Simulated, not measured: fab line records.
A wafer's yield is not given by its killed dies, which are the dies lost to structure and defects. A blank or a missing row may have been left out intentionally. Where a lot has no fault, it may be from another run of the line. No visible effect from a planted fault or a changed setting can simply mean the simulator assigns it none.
8D (eight disciplines) problem report, filled in by code :: flow berkeley-cmos170 :: the parts of the form that need people (team, actions taken, sign-off) are left out

== 1. THE PROBLEM ==
rotation-deg at UCB170_PLDD_IMPLANT_08 reads a mean of 90.010 degrees on 6 wafers of 2 lots; wafers without a fault read 0.002 degrees with a standard deviation of 0.018. That is +99 or more standard deviations from the usual mean.
First seen on wafer L788.2, day 8 00:34, on implanter-02. At this step, 42 wafers from 14 lots have a number in the record. The rule behind "out" and "out of limits": a value lying over 4 standard deviations away from the usual mean. The other wafers with a number count as sound.

== 2. WHAT IT IS; WHAT IT IS NOT ==
question: which readings at this step
is: rotation-deg
is not: -

question: which lots
is: L788, L793
is not: L786, L787, L789, L790, L795, L800, L803, L805, L806, L807, L808, L809

question: which wafers of those lots
is: all that have a number
is not: -

question: read on which tools
is: implanter-02
is not: implanter-03, implanter-04

question: when
is: from day 8 00:34
is not: up to then (12 sound wafers); but 24 sound wafers of L795, L800, L803, L805, L806, L807, L808, L809 came after

== 3. SUSPECTS, AND WHAT RULES EACH OUT ==
Counting: a tool at a process step up to the reading stays a suspect if it ran every lot that is out and no sound lot after the first of them.
- implanter-02 at UCB170_PLDD_IMPLANT_08: ruled out as a lasting fault. The sound lots L803 went through it after L788, its earliest lot that is out (day 8 00:34).
Left after counting: nothing in the record.

== 4. THE CAUSE (what the simulator had put in) ==
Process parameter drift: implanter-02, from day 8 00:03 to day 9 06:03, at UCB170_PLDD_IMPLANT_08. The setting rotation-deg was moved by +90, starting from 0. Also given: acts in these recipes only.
Counting ruled it out, wrongly.

== 5. THE EFFECT CHAIN, in route order ==
Each row: a reading whose mean over the struck wafers that have a number lies more than 3 standard deviations from the usual. Readings are gone through only where the record gives a usual standard deviation; hours: the median, over the lots, of the time from a lot's start at the first step in this table giving one to that lot's start at this step; sigmas: the change measured in usual standard deviations.
hours: 0
step: UCB170_PLDD_IMPLANT_08
reading: rotation-deg
usual: 0.002 degrees
on struck wafers: 90.010
change: +90.008
sigmas: +99 or more
Its process steps:
- UCB170_PLDD_IMPLANT_08
Later steps that measure or inspect, where all struck wafers having a row at the step show a number for every such reading and not one has moved that far: UCB170_NSD_CD_MEAS_06.

== 6. HOW IT WOULD HAVE BEEN CAUGHT EARLIER ==
In this record the first reading out of limits was taken at day 8 00:34, 1 hour after the fault began at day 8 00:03.
